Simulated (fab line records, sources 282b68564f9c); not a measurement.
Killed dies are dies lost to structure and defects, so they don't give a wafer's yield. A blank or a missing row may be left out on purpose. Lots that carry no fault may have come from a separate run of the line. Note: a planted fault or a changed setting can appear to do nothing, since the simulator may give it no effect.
fab line records    flow ritCmos
record lots=5  wafers=23
route steps=202 shown NSD@133 PSD@144 SDANNEAL@154 SILICIDE@162 M1@184
startH: start of the lot's first displayed wafer, in hours after the record's first day    waitH: hours elapsed since this lot's preceding step    " unchanged from the row above    L1.1+2: a row that stands for several wafers    - no value present, or no start provided    * or withheld: withheld    < > ~ a bound
route shown NAME@n: a module of which the file shows steps, and the number in the route of the first    usual: mean and standard deviation over wafers with no fault    same: alike in all rows    chamber/n: place in a boat    sites: readings site by site    _std_site: their standard deviation    _edge_site: inner sites' mean taken away from outer sites' mean    radiusMm: how far each site lies from the wafer's centre    mask NAME#n: copy n    behind: the last tool/chamber to shape the wafer    hold: cause of the lot's hold/its duration in hours/its outcome    device: names the non-switching transistor (n, p or np)    end of line: the same wafers' tests at the end of the route    a step with no rows: only its recipe    killed: dies lost to structure and defects at the first sort, not the wafer's yield    map: a wafer's dies, marking killed ones x, the rest . and places with no die _
set.NAME: the setting as run; set.NAME@STEP: as run at that earlier step    model.NAME: the simulator's own value behind a step, which no gauge read
lots run with intentionally changed settings; tables by step, rows by wafer
## steps
# step RIT_NSD_SOFTBAKE_02
# recipe resist=NOVOLAK  tempC=90  timeS=60
lot.wafer       tool           chamber  startH  waitH  set.tempC
L077.1+3+6      lithoTrack-01  0        65.66   0.1    86.49
L077.2+5        "              0        "       "      90
L079.1+2+3      lithoTrack-02  0        74.31   0.1    90
L079.4+5        "              0        "       "      92.04
L080.1+2+3+5+6  lithoTrack-01  0        81.69   0.1    90
L081.1+2+3      lithoTrack-01  0        85.65   0.1    90
L081.5+6        "              0        "       "      86.39
L082.1+4+5      lithoTrack-04  0        94.18   0.1    90
# step RIT_NSD_EXPOSE_03
# recipe maskId=M9  na=0.57  targetCdNm=40700  doseMj=250
# step RIT_NSD_PEB_04
# recipe resist=NOVOLAK  tempC=withheld  timeS=withheld
# step RIT_NSD_DEVELOP_05
# recipe resist=NOVOLAK  developTimeS=50  devTempC=23
lot.wafer  tool           chamber  startH  waitH  set.tempC@NSD_SOFTBAKE_02  model.NOVOLAK_of_NSD_COAT_01.thkNm
L077.1+3   lithoTrack-02  0        -       -      86.49                      1009
L077.2     "              0        "       "      90                         1003
L077.5     "              0        "       "      90                         999.1
L077.6     "              0        "       "      86.49                      1014
L079.1     lithoTrack-01  0        -       -      90                         1001
L079.2     "              0        "       "      90                         997.2
L079.3     "              0        "       "      90                         1000
L079.4     "              0        "       "      92.04                      989.4
L079.5     "              0        "       "      92.04                      993.7
L080.1     lithoTrack-01  0        -       -      90                         1004
L080.2     "              0        "       "      90                         1006
L080.3     "              0        "       "      90                         1007
L080.5+6   "              0        "       "      90                         1002
L081.1+2   lithoTrack-01  0        -       -      90                         1003
L081.3     "              0        "       "      90                         1002
L081.5     "              0        "       "      86.39                      1013
L081.6     "              0        "       "      86.39                      1010
L082.1     lithoTrack-02  0        -       -      90                         996.9
L082.4     "              0        "       "      90                         996.1
L082.5     "              0        "       "      90                         997.5
# step RIT_PSD_SOFTBAKE_02
# recipe resist=NOVOLAK  tempC=90  timeS=60
lot.wafer  tool           chamber  startH  waitH  set.tempC  model.NOVOLAK_of_PSD_COAT_01.thkNm
L077.1     lithoTrack-03  0        67.08   0.1    91.17      996.8
L077.2+6   "              0        "       "      90         1001
L077.3     "              0        "       "      91.17      996.6
L077.5     "              0        "       "      90         1003
L079.1     lithoTrack-01  0        75.86   0.1    93.47      993.5
L079.2     "              0        "       "      90         1008
L079.3     "              0        "       "      93.47      998.3
L079.4     "              0        "       "      90         1005
L079.5     "              0        "       "      93.47      995.4
L080.1     lithoTrack-02  0        83.31   0.1    90         996
L080.2     "              0        "       "      92.53      990.5
L080.3     "              0        "       "      90         996.2
L080.5     "              0        "       "      92.53      989.1
L080.6     "              0        "       "      92.53      991.7
L081.1+3   lithoTrack-02  0        87.19   0.1    90         1004
L081.2     "              0        "       "      90         1008
L081.5     "              0        "       "      90         1006
L081.6     "              0        "       "      90         1005
L082.1     lithoTrack-03  0        95.73   0.1    90         1004
L082.4     "              0        "       "      90         1005
L082.5     "              0        "       "      90         1002
# step RIT_SDANNEAL_CLEAN_01
# recipe chemistry=dHF  dilution=50:1  timeS=30
lot.wafer       tool         chamber  startH  waitH  set.timeS
L077.1+2+3+5+6  -            -        -       0.0    32.85
L079.1+2+3+4+5  -            -        -       0.0    31.5
L080.1+2+3+5+6  -            -        -       0.0    30
L081.1+2+3+5+6  -            -        -       0.0    26.85
L082.1+4+5      wetBench-02  1        97.04   0.0    30
# step RIT_SILICIDE_SPUTTER_01
# recipe material=Ti  targetThkNm=30  powerW=350  chamberPressurePa=0.667  gas=Ar  timeS=240  substrateTempC=25
lot.wafer  tool           chamber  startH  waitH  set.timeS  model.Ti_of_SILICIDE_SPUTTER_01.thkNm
L077.1     pvdSputter-02  -        69.17   0.0    240        29.87
L077.2     "              -        "       "      240        30.19
L077.3     "              -        "       "      240        29.68
L077.5+6   "              -        "       "      240        29.82
L079.1     pvdSputter-02  -        78.06   0.0    240        30.18
L079.2     "              -        "       "      240        30.13
L079.3     "              -        "       "      240        30
L079.4     "              -        "       "      240        30.53
L079.5     "              -        "       "      240        29.86
L080.1     pvdSputter-01  -        85.36   0.0    210.8      26.35
L080.2     "              -        "       "      210.8      26.3
L080.3     "              -        "       "      240        30.13
L080.5     "              -        "       "      210.8      26.48
L080.6     "              -        "       "      240        29.92
L081.1     pvdSputter-02  -        89.36   0.0    216.6      27.49
L081.2     "              -        "       "      216.6      27.4
L081.3     "              -        "       "      240        30.42
L081.5     "              -        "       "      216.6      27.25
L081.6     "              -        "       "      240        31.08
L082.1     pvdSputter-01  -        97.81   0.0    240        30.12
L082.4     "              -        "       "      240        30.46
L082.5     "              -        "       "      240        30.72
# step RIT_SILICIDE_RS_MEAS_02
# recipe thkMeasGauge=four-point-probe  reads=Ti_of_SILICIDE_SPUTTER_01
# usual SILICIDE_TI_RS=47.5/0.6
lot.wafer  tool          chamber  startH  waitH  set.timeS@SILICIDE_SPUTTER_01  SILICIDE_TI_RS[ohm/sq]
L077.1     filmMetro-03  -        69.32   0.1    240                            48.1
L077.2     "             -        "       "      240                            47.6
L077.3     "             -        "       "      240                            48.7
L077.5     "             -        "       "      240                            48.3
L077.6     "             -        "       "      240                            48.4
L079.1     filmMetro-02  -        78.21   0.1    240                            47.6
L079.2     "             -        "       "      240                            47.6
L079.3     "             -        "       "      240                            47.9
L079.4     "             -        "       "      240                            46.9
L079.5     "             -        "       "      240                            48.1
L080.1     filmMetro-01  -        85.51   0.1    210.8                          56.6
L080.2     "             -        "       "      210.8                          56.5
L080.3     "             -        "       "      240                            47.6
L080.5     "             -        "       "      210.8                          56.0
L080.6     "             -        "       "      240                            48.1
L081.1     filmMetro-01  -        89.51   0.1    216.6                          53.5
L081.2     "             -        "       "      216.6                          53.9
L081.3     "             -        "       "      240                            47.1
L081.5     "             -        "       "      216.6                          54.1
L081.6     "             -        "       "      240                            45.9
L082.1     filmMetro-01  -        97.96   0.1    240                            47.8
L082.4     "             -        "       "      240                            47.0
L082.5     "             -        "       "      240                            46.5
# step RIT_SILICIDE_THK_MEAS_03
# recipe thkMeasGauge=xrf  reads=Ti_of_SILICIDE_SPUTTER_01
# usual SILICIDE_TI_THK=30.2/0.35
lot.wafer  tool          chamber  startH  waitH  set.timeS@SILICIDE_SPUTTER_01  SILICIDE_TI_THK[nm]
L077.1     filmMetro-03  -        69.44   0.1    240                            29.7
L077.2     "             -        "       "      240                            30.0
L077.3     "             -        "       "      240                            29.6
L077.5     "             -        "       "      240                            29.6
L077.6     "             -        "       "      240                            29.7
L079.1     filmMetro-02  -        78.33   0.1    240                            30.2
L079.2     "             -        "       "      240                            30.2
L079.3     "             -        "       "      240                            30.1
L079.4     "             -        "       "      240                            30.6
L079.5     "             -        "       "      240                            30.0
L080.1     filmMetro-01  -        85.63   0.1    210.8                          26.3
L080.2     "             -        "       "      210.8                          26.1
L080.3     "             -        "       "      240                            30.0
L080.5     "             -        "       "      210.8                          26.4
L080.6     "             -        "       "      240                            29.8
L081.1     filmMetro-01  -        89.63   0.1    216.6                          27.4
L081.2     "             -        "       "      216.6                          27.4
L081.3     "             -        "       "      240                            30.3
L081.5     "             -        "       "      216.6                          27.1
L081.6     "             -        "       "      240                            30.9
L082.1     filmMetro-01  -        98.08   0.1    240                            30.0
L082.4     "             -        "       "      240                            30.7
L082.5     "             -        "       "      240                            30.7
# step RIT_M1_SPUTTER_00
# recipe material=Al  targetThkNm=400  powerW=2000  chamberPressurePa=0.4  gas=Ar  timeS=500  substrateTempC=25
lot.wafer  tool           chamber  startH  waitH  set.chamberPressurePa  model.Al_of_M1_SPUTTER_00.thkNm
L077.1     pvdSputter-03  -        71.93   0.0    0.3634                 404
L077.2     "              -        "       "      0.3634                 407.8
L077.3     "              -        "       "      0.3634                 408.8
L077.5     "              -        "       "      0.3634                 403.4
L077.6     "              -        "       "      0.3634                 408.2
L079.1     pvdSputter-03  -        80.93   0.0    0.4496                 388
L079.2     "              -        "       "      0.4496                 392.3
L079.3     "              -        "       "      0.4496                 391.7
L079.4     "              -        "       "      0.4496                 391.5
L079.5     "              -        "       "      0.4496                 395
L080.1     pvdSputter-04  -        88.13   0.0    0.45                   383
L080.2     "              -        "       "      0.45                   391.2
L080.3     "              -        "       "      0.45                   387.3
L080.5     "              -        "       "      0.45                   386.9
L080.6     "              -        "       "      0.45                   387.2
L081.1     pvdSputter-03  -        92.26   0.0    0.3442                 416.2
L081.2     "              -        "       "      0.3442                 420.3
L081.3     "              -        "       "      0.3442                 417.8
L081.5     "              -        "       "      0.3442                 418
L081.6     "              -        "       "      0.3442                 421.3
L082.1     pvdSputter-04  -        100.54  0.0    0.4                    398.7
L082.4     "              -        "       "      0.4                    395.9
L082.5     "              -        "       "      0.4                    397
# step RIT_M1_RS_MEAS_01
# recipe thkMeasGauge=four-point-probe  reads=Al_of_M1_SPUTTER_00
# usual M1_AL_RS=0.0737/0.00075
lot.wafer  tool          chamber  startH  waitH  set.chamberPressurePa@M1_SPUTTER_00  M1_AL_RS[ohm/sq]
L077.1     filmMetro-04  -        72.23   0.1    0.3634                               0.0724
L077.2     "             -        "       "      0.3634                               0.0716
L077.3     "             -        "       "      0.3634                               0.0714
L077.5     "             -        "       "      0.3634                               0.0725
L077.6     "             -        "       "      0.3634                               0.0716
L079.1     filmMetro-03  -        81.22   0.1    0.4496                               0.0766
L079.2     "             -        "       "      0.4496                               0.0757
L079.3     "             -        "       "      0.4496                               0.0760
L079.4     "             -        "       "      0.4496                               0.0760
L079.5     "             -        "       "      0.4496                               0.0752
L080.1     filmMetro-03  -        88.43   0.1    0.45                                 0.0777
L080.2     "             -        "       "      0.45                                 0.0759
L080.3     "             -        "       "      0.45                                 0.0767
L080.5     "             -        "       "      0.45                                 0.0766
L080.6     "             -        "       "      0.45                                 0.0768
L081.1     filmMetro-03  -        92.56   0.1    0.3442                               0.0701
L081.2     "             -        "       "      0.3442                               0.0694
L081.3     "             -        "       "      0.3442                               0.0697
L081.5     "             -        "       "      0.3442                               0.0698
L081.6     "             -        "       "      0.3442                               0.0691
L082.1     filmMetro-02  -        100.84  0.1    0.4                                  0.0737
L082.4     "             -        "       "      0.4                                  0.0744
L082.5     "             -        "       "      0.4                                  0.0740
# step RIT_M1_STRIP_13
# recipe chemistry=nmp  resist=NOVOLAK  tempC=80  timeS=600  dry=n2Spin
lot.wafer       tool         chamber  startH  waitH  set.timeS
L077.1+2+3+5+6  -            -        -       0.1    626.5
L079.1+2+3+4+5  -            -        -       0.1    572.2
L080.1+2+3+5+6  -            -        -       0.1    549.4
L081.1+2+3+5+6  -            -        -       0.1    543.7
L082.1+4+5      wetBench-02  0        102.47  0.1    600
# step RIT_M1_STRIP_14
# recipe chemistry=O2  timeS=180  platenTempC=withheld  powerW=500  pressureMtorr=4000  o2FlowSccm=4000
# step RIT_M1_ANNEAL_15
# recipe tempC=450  timeS=1800  ambient=forming_gas_H2N2
# step RIT_M1_PROBE_99
# usual killedAtFrontEnd=7/3.2  killedDies=7/3.2  killedOpen=3.2/2  killedShort=3.6/2.1
# same grossDies=264  killed_at_M0_to_M3=0  killed_at_M4_up=0  killedAtBackSide=0  killedAtContacts=0  killedAtOther=0
lot.wafer  tool       chamber  startH  waitH  set.doseCm2@PWELL_IMPLANT_08  set.timeS@SPACER_ETCHBACK_05  set.timeS@SDANNEAL_CLEAN_01  killedAtFrontEnd  killedDies  killedOpen  killedShort  model.etest.nmos_0p15.rOnOhmUm  model.etest.nmosTurned.driveUaUm  model.etest.pldd.rsOhmSq
L077.1     prober-01  -        76.18   0.1    6.592e+13                     240                           32.85                        6                 6           4           2            -                               -                                 -
L077.2     prober-01  -        76.23   0.1    7e+13                         240                           32.85                        6                 6           5           1            -                               -                                 -
L077.3     prober-01  -        76.28   0.2    6.592e+13                     207                           32.85                        9                 9           5           4            922.2                           462.9                             510.2
L077.5     prober-01  -        76.38   0.2    7e+13                         207                           32.85                        8                 8           3           5            932                             450.5                             523.1
L077.6     prober-01  -        76.43   0.2    7e+13                         240                           32.85                        3                 3           1           2            -                               -                                 -
L079.1     prober-01  -        84.94   0.1    7.285e+13                     240                           31.5                         7                 7           4           3            1152                            321.3                             476.1
L079.2     prober-01  -        84.99   0.1    7.285e+13                     240                           31.5                         3                 3           1           2            1171                            326.2                             478.4
L079.3     prober-01  -        85.04   0.2    7e+13                         240                           31.5                         8                 8           3           5            1117                            340.6                             459.4
L079.4     prober-01  -        85.09   0.2    7e+13                         240                           31.5                         3                 3           3           0            1127                            329.9                             497.3
L079.5     prober-01  -        85.14   0.2    7e+13                         240                           31.5                         4                 4           1           3            1107                            336.2                             477.9
L080.1     prober-02  -        92.18   0.1    7e+13                         240                           30                           3                 3           0           3            1031                            447.2                             439.6
L080.2     prober-02  -        92.23   0.1    6.538e+13                     216.3                         30                           9                 9           4           4            912.2                           474                               440.1
L080.3     prober-02  -        92.28   0.2    7e+13                         240                           30                           6                 6           1           5            -                               -                                 -
L080.5     prober-02  -        92.38   0.2    7e+13                         240                           30                           3                 3           3           0            1029                            448.4                             460.4
L080.6     prober-02  -        92.43   0.2    6.538e+13                     216.3                         30                           5                 5           5           0            920.3                           474.3                             454.9
L081.1     prober-01  -        96.56   0.1    7e+13                         224.1                         26.85                        9                 9           3           6            999                             395.3                             397.8
L081.2     prober-01  -        96.61   0.1    7e+13                         240                           26.85                        8                 8           4           4            1069                            376.3                             416.6
L081.3     prober-01  -        96.66   0.2    7.42e+13                      224.1                         26.85                        6                 6           2           4            1047                            368.8                             408.3
L081.5     prober-01  -        96.76   0.2    7.42e+13                      224.1                         26.85                        9                 9           4           5            1005                            373.8                             401.6
L081.6     prober-01  -        96.81   0.2    7.42e+13                      240                           26.85                        3                 3           3           0            1115                            364.4                             404.9
L082.1     prober-02  -        104.56  0.1    7e+13                         240                           30                           8                 8           5           3            1136                            338.9                             449.8
L082.4     prober-02  -        104.71  0.2    7e+13                         240                           30                           2                 2           1           1            1164                            349                               449.3
L082.5     prober-02  -        104.76  0.2    7e+13                         240                           30                           10                10          5           5            1159                            352.1                             449.6
# killed by level:class
L077.1 GATE:geometricParticle:open=2 FOX1:geometricParticle:open=1 GATE:geometricParticle:short=1 SILICIDE:geometricParticle:short=1 SILICIDE:geometricParticle:open=1
L077.2 REOX:geometricParticle:open=3 SPACER:geometricParticle:open=2 FOX1:geometricParticle:short=1
L077.3 REOX:geometricParticle:short=2 REOX:geometricParticle:open=2 FOX1:geometricParticle:open=1 FOX1:geometricParticle:short=1 FOX2:geometricParticle:open=1 GATE:geometricParticle:open=1 GATE:geometricParticle:short=1
L077.5 REOX:geometricParticle:short=3 FOX1:geometricParticle:short=1 GATE:geometricParticle:short=1 GATE:geometricParticle:open=1 REOX:geometricParticle:open=1 SILICIDE:geometricParticle:open=1
L077.6 FOX2:geometricParticle:short=2 FOX2:geometricParticle:open=1
L079.1 GATE:geometricParticle:short=2 SPACER:geometricParticle:open=2 FOX1:geometricParticle:short=1 GATE:geometricParticle:open=1 SILICIDE:geometricParticle:open=1
L079.2 FOX1:geometricParticle:short=1 FOX2:geometricParticle:short=1 GATE:geometricParticle:open=1
L079.3 FOX2:geometricParticle:short=1 GATE:geometricParticle:short=1 GATE:geometricParticle:open=1 REOX:geometricParticle:short=1 SPACER:geometricParticle:open=1 SPACER:geometricParticle:short=1 SILICIDE:geometricParticle:open=1 SILICIDE:geometricParticle:short=1
L079.4 GATE:geometricParticle:open=3
L079.5 FOX1:geometricParticle:short=1 GATE:geometricParticle:short=1 GATE:geometricParticle:open=1 SPACER:geometricParticle:short=1
L080.1 FOX1:geometricParticle:short=2 REOX:geometricParticle:short=1
L080.2 GATE:geometricParticle:short=3 GATE:geometricParticle:open=3 SPACER:geometricParticle:open=1 SPACER:geometricParticle:short=1 PWELL:coatMicrobubblePrinted=1
L080.3 GATE:geometricParticle:short=3 REOX:geometricParticle:short=2 GATE:geometricParticle:open=1
L080.5 SILICIDE:geometricParticle:open=3
L080.6 SILICIDE:geometricParticle:open=2 GATE:geometricParticle:open=2 FOX1:geometricParticle:open=1
L081.1 GATE:geometricParticle:short=4 FOX2:geometricParticle:short=2 FOX1:geometricParticle:open=1 FOX2:geometricParticle:open=1 SPACER:geometricParticle:open=1
L081.2 FOX2:geometricParticle:short=2 FOX2:geometricParticle:open=1 GATE:geometricParticle:open=1 GATE:geometricParticle:short=1 REOX:geometricParticle:short=1 REOX:geometricParticle:open=1 SILICIDE:geometricParticle:open=1
L081.3 REOX:geometricParticle:short=2 GATE:geometricParticle:short=1 GATE:geometricParticle:open=1 SPACER:geometricParticle:short=1 SPACER:geometricParticle:open=1
L081.5 FOX2:geometricParticle:short=2 GATE:geometricParticle:short=2 FOX2:geometricParticle:open=1 GATE:geometricParticle:open=1 REOX:geometricParticle:open=1 REOX:geometricParticle:short=1 SPACER:geometricParticle:open=1
L081.6 FOX1:geometricParticle:open=2 SPACER:geometricParticle:open=1
L082.1 FOX2:geometricParticle:open=2 GATE:geometricParticle:short=2 GATE:geometricParticle:open=1 SPACER:geometricParticle:open=1 SPACER:geometricParticle:short=1 SILICIDE:geometricParticle:open=1
L082.4 FOX2:geometricParticle:short=1 GATE:geometricParticle:open=1
L082.5 GATE:geometricParticle:short=2 FOX1:geometricParticle:open=1 FOX1:geometricParticle:short=1 FOX2:geometricParticle:short=1 FOX2:geometricParticle:open=1 GATE:geometricParticle:open=1 SPACER:geometricParticle:open=1 SILICIDE:geometricParticle:short=1
## key
split step=RIT_NSD_SOFTBAKE_02  setting=tempC  stated=90  by=wafer
response step=RIT_NSD_DEVELOP_05  reading=model.NOVOLAK_of_NSD_COAT_01.thkNm  change=-2.57  per=1%  r=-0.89
split step=RIT_PSD_SOFTBAKE_02  setting=tempC  stated=90  by=wafer
response step=RIT_PSD_SOFTBAKE_02  reading=model.NOVOLAK_of_PSD_COAT_01.thkNm  change=-2.63  per=1%  r=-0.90
split step=RIT_SDANNEAL_CLEAN_01  setting=timeS  stated=30  by=lot
response step=RIT_M1_PROBE_99  reading=model.etest.pldd.rsOhmSq  change=+5.04  per=1%  r=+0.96
split step=RIT_SILICIDE_SPUTTER_01  setting=timeS  stated=240  by=wafer
response step=RIT_SILICIDE_SPUTTER_01  reading=model.Ti_of_SILICIDE_SPUTTER_01.thkNm  change=+0.318  per=1%  r=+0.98
response step=RIT_SILICIDE_RS_MEAS_02  reading=SILICIDE_TI_RS  change=-0.719  per=1%  r=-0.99
response step=RIT_SILICIDE_THK_MEAS_03  reading=SILICIDE_TI_THK  change=+0.315  per=1%  r=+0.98
split step=RIT_M1_SPUTTER_00  setting=chamberPressurePa  stated=0.4  by=lot
response step=RIT_M1_SPUTTER_00  reading=model.Al_of_M1_SPUTTER_00.thkNm  change=-0.995  per=1%  r=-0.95
response step=RIT_M1_RS_MEAS_01  reading=M1_AL_RS  change=+0.000237  per=1%  r=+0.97
split step=RIT_M1_STRIP_13  setting=timeS  stated=600  by=lot
response none clear
split outsideThisFile step=RIT_PWELL_IMPLANT_08 setting=doseCm2
split outsideThisFile step=RIT_SPACER_ETCHBACK_05 setting=timeS
# split outsideThisFile: this setting was split too, and the file shows its column; the key of that split is in another file
